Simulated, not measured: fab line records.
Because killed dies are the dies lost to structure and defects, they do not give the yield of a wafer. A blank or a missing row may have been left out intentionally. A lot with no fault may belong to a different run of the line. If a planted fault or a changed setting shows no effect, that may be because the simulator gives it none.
Which tool is to blame? -- flow ritCmos -- 14 lots with 42 wafers sampled at 3 steps, on a route of 202 steps

== WHAT THE GAUGES READ, wafer by wafer ==
RIT_SDANNEAL_RS_MEAS_06: measures by four-point-probe.
lot,measured,on,PLDD_RS (ohm/sq)
L945,day 3 18:49,filmMetro-01,179.2 179.2 178.7
L946,day 3 20:29,filmMetro-02,178.1 178.4 177.8
L947,day 4 09:43,filmMetro-01,178.3 178.6 177.8
L948,day 4 15:31,filmMetro-02,179.3 178.8 178.8
L950,day 4 18:56,filmMetro-03,178.2 178.3 178.4
L951,day 5 04:55,filmMetro-02,178.6 179.1 178.9
L953,day 5 11:08,filmMetro-01,178.5 179.1 178.9
L952,day 5 13:37,filmMetro-03,178.8 180.0 178.9
L955,day 5 18:25,filmMetro-03,179.2 178.2 179.2
L956,day 6 00:46,filmMetro-03,178.8 178.6 178.7
L960,day 6 21:24,filmMetro-01,178.9 178.6 178.9
L958,day 6 22:23,filmMetro-02,181.7 181.6 181.9 181.6 181.4 181.7
L959,day 7 04:25,filmMetro-02,181.6 181.3 181.8 182.0 181.3 181.9
L966,day 8 06:30,filmMetro-03,178.2 178.1 177.6

RIT_SDANNEAL_RS_MEAS_07: measures by four-point-probe.
lot,measured,on,NLDD_RS (ohm/sq)
L945,day 3 18:56,filmMetro-01,152.2 152.6 152.4
L946,day 3 20:36,filmMetro-02,151.8 150.9 150.7
L947,day 4 09:50,filmMetro-01,151.5 151.8 151.7
L948,day 4 15:38,filmMetro-02,151.2 151.3 150.9
L950,day 4 19:04,filmMetro-03,151.5 150.9 151.5
L951,day 5 05:02,filmMetro-02,151.3 151.2 151.0
L953,day 5 11:15,filmMetro-01,151.8 151.6 151.6
L952,day 5 13:44,filmMetro-03,151.3 151.5 151.2
L955,day 5 18:32,filmMetro-03,150.4 150.6 150.9
L956,day 6 00:53,filmMetro-03,152.1 152.0 151.6
L960,day 6 21:31,filmMetro-01,151.1 151.2 151.6
L958,day 7 00:20,filmMetro-02,151.3 151.2 151.3
L959,day 7 12:41,filmMetro-02,152.4 151.9 151.9
L966,day 8 06:37,filmMetro-03,151.8 151.7 151.2

== TOOL THAT RAN EACH LOT (tool first, then ch and the chambers of the sampled wafers, then the start) ==
lot,RIT_PLDD_IMPLANT_08
L945,"implanter-03 ch 0, day 3 10:34"
L946,"implanter-03 ch 0, day 3 13:36"
L947,"implanter-04 ch 0, day 4 01:49"
L948,"implanter-01 ch 0, day 4 08:26"
L950,"implanter-04 ch 0, day 4 12:30"
L951,"implanter-01 ch 0, day 4 21:24"
L953,"implanter-04 ch 0, day 5 04:22"
L952,"implanter-03 ch 0, day 5 06:50"
L955,"implanter-04 ch 0, day 5 11:25"
L956,"implanter-04 ch 0, day 5 18:19"
L960,"implanter-01 ch 0, day 6 14:53"
L958,"implanter-03 ch 0, day 6 15:46"
L959,"implanter-03 ch 0, day 6 21:50"
L966,"implanter-01 ch 0, day 7 23:08"
- RIT_PLDD_IMPLANT_08

== WHAT THE TOOLS THEMSELVES READ (means of the sampled wafers that have a number; where no wafer has one, the mark that the record gives instead) ==
The record holds no such reading with a usual standard deviation.

== THE ANSWER, worked out from the rows above alone ==
Rule: usual is defined by the lots themselves. Put in order of their means at a reading, lots are off if they are a third of the lots or fewer, leave a main group of 4 or more, and stand apart from it by a gap of 3 or more times the standard deviation of the main group's means; of several such gaps the widest counts. A main group whose means are all the same, to the digits that the tables above print for the reading, isn't used. A lot without any number at a reading at which 4 lots or more have one is off too. The other lots that the step has rows for count as sound. Order of review: gauges by route order, followed by the tools' own readings, for which a lot's mean as printed above is used. The first step at which some lot is off is used, and at that step the reading that is off furthest; a lot without a number counts as furthest.
Off: L958, L959, at RIT_SDANNEAL_RS_MEAS_06 (PLDD_RS). The main group has a mean of 178.7 ohm/sq with a standard deviation of 0.39.
A tool fits if, at a process step before that reading, it ran every lot that is off, and no sound lot after the first of them. Those tools and the gauges at RIT_SDANNEAL_RS_MEAS_06 are tried in the same way. Undecided on this evidence; 2 tools fit (implanter-03 at RIT_PLDD_IMPLANT_08, filmMetro-02 at RIT_SDANNEAL_RS_MEAS_06).

== WHAT THE SIMULATOR HAD INSERTED ==
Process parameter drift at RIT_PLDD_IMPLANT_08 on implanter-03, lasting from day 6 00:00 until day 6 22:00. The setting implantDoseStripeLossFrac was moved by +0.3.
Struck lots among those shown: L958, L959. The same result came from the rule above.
